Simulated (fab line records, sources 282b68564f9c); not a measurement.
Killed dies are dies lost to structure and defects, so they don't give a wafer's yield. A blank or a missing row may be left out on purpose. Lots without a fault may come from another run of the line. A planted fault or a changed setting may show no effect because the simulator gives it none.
Which tool did it? | flow rit_cmos | 15 lots, 45 wafers sampled, at 1 step of a route of 202

WHAT THE GAUGES READ, wafer by wafer
The record holds no reading of a measuring or inspecting step that can be judged against a usual standard deviation.

WHICH TOOL RAN EACH LOT (tool, then ch and the chambers of the sampled wafers, then the start)
lot  | RIT_NSD_SOFTBAKE_02
L359 | litho_track-04 ch 0, day 3 01:13
L360 | litho_track-04 ch 0, day 3 03:49
L361 | litho_track-03 ch 0, day 3 11:31
L363 | litho_track-04 ch 0, day 3 20:43
L364 | litho_track-01 ch 0, day 4 06:25
L365 | litho_track-03 ch 0, day 4 09:12
L367 | litho_track-03 ch 0, day 4 19:26
L369 | litho_track-03 ch 0, day 5 06:34
L371 | litho_track-03 ch 0, day 5 15:50
L374 | litho_track-03 ch 0, day 6 09:32
L375 | litho_track-03 ch 0, day 6 13:28
L376 | litho_track-04 ch 0, day 6 18:19
L377 | litho_track-03 ch 0, day 7 03:11
L379 | litho_track-04 ch 0, day 7 08:08
L380 | litho_track-01 ch 0, day 7 10:22
- RIT_NSD_SOFTBAKE_02: time 60 s.

WHAT THE TOOLS THEMSELVES READ (means of the sampled wafers that have a number; where no wafer has one, the mark that the record gives instead)
RIT_NSD_SOFTBAKE_02. Usual: heater_power_total_W 34.56 W, standard deviation 0.049; plate_temp_C 90.00 C, standard deviation 0.13.
lot  | tool           | heater_power_total_W (W) | plate_temp_C (C) | flag
L359 | litho_track-04 | 34.59                    | 89.88            |
L360 | litho_track-04 | 34.52                    | 90.05            |
L361 | litho_track-03 | 34.59                    | 90.12            |
L363 | litho_track-04 | 34.59                    | 90.10            |
L364 | litho_track-01 | 34.59                    | 89.86            |
L365 | litho_track-03 | 34.57                    | 89.88            |
L367 | litho_track-03 | 34.58                    | 90.16            |
L369 | litho_track-03 | 34.60                    | 90.14            |
L371 | litho_track-03 | 34.53                    | 89.92            |
L374 | litho_track-03 | 32.54                    | 86.37            | OFF
L375 | litho_track-03 | 32.49                    | 86.26            | OFF
L376 | litho_track-04 | 34.53                    | 90.02            |
L377 | litho_track-03 | 32.56                    | 86.07            | OFF
L379 | litho_track-04 | 34.57                    | 89.99            |
L380 | litho_track-01 | 34.55                    | 90.02            |

THE ANSWER, worked out from the rows above alone
Rule: a lot is off if the mean of its wafers that have a number lies more than 3 standard deviations from the usual mean. A lot without any number at a reading at which 4 lots or more have one is off too. The other lots that the step has rows for count as sound. The gauges are gone through in route order, then the tools' own readings, and for those a lot's mean is taken as printed above. The first step at which some lot is off is used, and at that step the reading that is off furthest; a lot without a number counts as furthest.
Off: L374, L375, L377, at RIT_NSD_SOFTBAKE_02 (heater_power_total_W).
A tool fits if, at that step or a process step before it, it ran every lot that is off, and no sound lot after the first of them. One fits: litho_track-03 at RIT_NSD_SOFTBAKE_02. Its last sound lot is L371 (day 5 15:50), its first lot that is off L374 (day 6 09:32): a fault that began between those two fits.
The tool's own readings at RIT_NSD_SOFTBAKE_02 bear it out: on the lots that are off they differ by more than 5 times the standard deviation of the sound lots' means. heater_power_total_W reads 32.53 W there against 34.57 W on the sound lots; plate_temp_C reads 86.23 C there against 90.01 C on the sound lots.

WHAT THE SIMULATOR HAD PUT IN
Process parameter drift: litho_track-03, from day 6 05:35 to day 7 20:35, at RIT_NSD_SOFTBAKE_02. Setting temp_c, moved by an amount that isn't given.
Lots struck among those shown: L374, L375, L377. The rule above found the same.
